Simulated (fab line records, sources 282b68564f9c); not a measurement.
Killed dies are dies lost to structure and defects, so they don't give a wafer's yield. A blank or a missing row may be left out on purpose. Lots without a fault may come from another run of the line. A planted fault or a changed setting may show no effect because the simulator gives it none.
Problem report in the 8D (eight disciplines) form, filled by code | flow rit_cmos | the parts of the form that need people (team, actions taken, sign-off) are left out

1. THE PROBLEM
FOX1_OXIDE_THK at RIT_FOX1_THK_MEAS_01 reads a mean of 224 nm on 6 wafers of 2 lots; wafers without a fault read 353 nm with a standard deviation of 8.4. That is -15 standard deviations from the usual mean.
First seen on wafer L364.2, day 3 09:10, on film_metro-01. The record holds 42 wafers of 14 lots with a number at this step. Rule for "out", or "out of limits": more than 4 standard deviations from the usual mean. The other wafers with a number count as sound.

2. WHAT IT IS AND WHAT IT IS NOT
question                    | is                           | is not
which readings at this step | FOX1_OXIDE_THK               | -
which lots                  | L364, L370                   | L356, L357, L358, L359, L360, L363, L366, L368, L372, L373, L376, L377
which wafers of those lots  | all that have a number       | -
read on which gauges        | film_metro-01, film_metro-03 | film_metro-02
when                        | from day 3 09:10             | up to then (18 sound wafers); but 18 sound wafers of L366, L368, L372, L373, L376, L377 came after

3. SUSPECTS, AND WHAT RULES EACH OUT
Counting: a tool at a process step up to the reading stays a suspect if it ran every lot that is out and no sound lot after the first of them.
- the gauge at RIT_FOX1_THK_MEAS_01: ruled out. The wafers that are out were read on 2 gauges (film_metro-01, film_metro-03).
- furnace-03 at RIT_FOX1_OXIDATION_00 (target thk 350.7 nm, ox time 1130 s): kept. It ran every lot that is out, first L364 (day 3 07:51), and no sound lot after that; its last sound lot up to then is L363 (day 3 04:32).
Left after counting: furnace-03 at RIT_FOX1_OXIDATION_00.

4. THE CAUSE (what the simulator had put in)
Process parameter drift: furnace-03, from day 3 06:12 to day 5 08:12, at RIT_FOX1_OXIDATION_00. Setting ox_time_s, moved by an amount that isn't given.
Counting left only this tool.

5. THE CHAIN OF EFFECTS, in route order
Each row: a reading whose mean over the struck wafers that have a number lies more than 3 standard deviations from the usual. Only readings for which the record gives a usual standard deviation are gone through. hours: the time from each lot's start at the first step in this table that gives one to its start at this step, as a median over the lots. sigmas: the change in usual standard deviations.
hours | step                 | reading        | usual  | on struck wafers | change | sigmas
0     | RIT_FOX1_THK_MEAS_01 | FOX1_OXIDE_THK | 353 nm | 224              | -128   | -15

6. WHAT WOULD HAVE CAUGHT IT SOONER
In this record the first reading out of limits at a measuring or inspecting step was taken at day 3 09:10, 3 hours after the fault began at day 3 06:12.
Of the tool readings at RIT_FOX1_OXIDATION_00 for which the record gives a usual standard deviation, none was out on any struck wafer, so an alarm limit of 4 standard deviations on them would not have fired.
Of the lots that are out (2), L370 began RIT_FOX1_OXIDATION_00 on furnace-03 after day 3 09:10. A hold on the tool at that time would have spared it.
